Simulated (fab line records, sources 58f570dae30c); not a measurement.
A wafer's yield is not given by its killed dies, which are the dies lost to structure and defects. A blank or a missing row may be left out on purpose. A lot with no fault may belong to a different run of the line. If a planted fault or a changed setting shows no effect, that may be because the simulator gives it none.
Shared-tool check | flow berkeley cmos170 | Sample size 14 lots and 48 wafers

== WHY IT WAS OPENED ==
UCB170_PLDD_TW_MEAS_11, reading PLDD_TW: flagged on 2 of 14 lots. No-fault wafers: 1002, standard deviation 9.9.
Rule: a lot is flagged in two cases, either no wafer of it has a number, or all its wafers with numbers fall more than 4 standard deviations from that mean. As for the other lots, they are considered sound.

lot  | measured     | on            | PLDD_TW, wafer by wafer | flag
L414 | day 6 11:37  | film metro-01 | 991 990 990             |
L416 | day 6 17:52  | film metro-01 | 994 992 991             |
L415 | day 6 18:20  | film metro-02 | 995 996 998             |
L419 | day 7 08:23  | film metro-01 | 995 996 991             |
L418 | day 7 08:40  | film metro-01 | 999 993 991             |
L417 | day 7 09:12  | film metro-03 | 1013 1019 1008          |
L421 | day 7 21:38  | film metro-02 | 992 992 992             |
L420 | day 7 22:12  | film metro-01 | 997 994 987             |
L423 | day 8 08:19  | film metro-03 | 1010 1006 1007          |
L422 | day 8 08:34  | film metro-01 | 996 998 1001            |
L424 | day 8 21:11  | film metro-01 | 999 997 990             |
L425 | day 8 21:37  | film metro-02 | 998 997 1002            |
L433 | day 10 16:13 | film metro-03 | 912 908 906 915 916 912 | FLAGGED
L436 | day 10 16:56 | film metro-01 | 896 899 895 897 894 894 | FLAGGED
The numbers of the flagged lots are 904 on average: -98 against the usual, or -10 standard deviations.

== TOOL THAT RAN EACH LOT ==
The record keeps 1 process step preceding the reading, out of 331 steps on the route. Every cell lists first the tool, next ch and the chambers used by the sampled wafers, and last the start.
lot  | flag    | UCB170_PLDD_IMPLANT_08
L414 |         | implanter-02 ch 0, day 6 11:13
L416 |         | implanter-04 ch 0, day 6 17:28
L415 |         | implanter-04 ch 0, day 6 17:57
L419 |         | implanter-04 ch 0, day 7 07:59
L418 |         | implanter-02 ch 0, day 7 08:19
L417 |         | implanter-04 ch 0, day 7 08:48
L421 |         | implanter-04 ch 0, day 7 21:14
L420 |         | implanter-02 ch 0, day 7 21:49
L423 |         | implanter-01 ch 0, day 8 07:55
L422 |         | implanter-02 ch 0, day 8 08:12
L424 |         | implanter-02 ch 0, day 8 20:49
L425 |         | implanter-01 ch 0, day 8 21:13
L433 | FLAGGED | implanter-02 ch 0, day 10 15:50
L436 | FLAGGED | implanter-02 ch 0, day 10 16:32
What is done by these steps:
- UCB170_PLDD_IMPLANT_08
- UCB170_PLDD_TW_MEAS_11

== FLAGGED OVER TOTAL, TOOL BY TOOL (the gauges that took the reading come last) ==
step                   | tool          | lots run | flagged | share of the flagged lots | sound lots run after its first flagged lot
UCB170_PLDD_IMPLANT_08 | implanter-01  | 2        | 0       | none                      | -
UCB170_PLDD_IMPLANT_08 | implanter-02  | 7        | 2       | all                       | 0
UCB170_PLDD_IMPLANT_08 | implanter-04  | 5        | 0       | none                      | -
UCB170_PLDD_TW_MEAS_11 | film metro-01 | 8        | 1       | some                      | 0
UCB170_PLDD_TW_MEAS_11 | film metro-02 | 3        | 0       | none                      | -
UCB170_PLDD_TW_MEAS_11 | film metro-03 | 3        | 1       | some                      | 0

== THE TABLE: WHAT IT ALLOWS ==
In the table, 1 row covers all flagged lots: implanter-02 at UCB170_PLDD_IMPLANT_08.
- implanter-02 at UCB170_PLDD_IMPLANT_08 ran 7 lots, 2 of them flagged. Its last sound lot is L424 (day 8 20:49), its first flagged lot L433 (day 10 15:50): a fault that began between those two fits. Its own readings lie more than 4 standard deviations out on every wafer of the flagged lots: dose ions cm2, faraday current uA.
implanter-02 at UCB170_PLDD_IMPLANT_08 is the single tool remaining.

== WHAT THE SIMULATOR PUT IN ==
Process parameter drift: implanter-02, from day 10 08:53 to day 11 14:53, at UCB170_PLDD_IMPLANT_08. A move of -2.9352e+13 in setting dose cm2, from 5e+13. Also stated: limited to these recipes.
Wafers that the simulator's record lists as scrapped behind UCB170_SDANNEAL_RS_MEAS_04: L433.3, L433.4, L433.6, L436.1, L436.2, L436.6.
Lots struck among those shown: L433, L436. Same finding as the rule above.
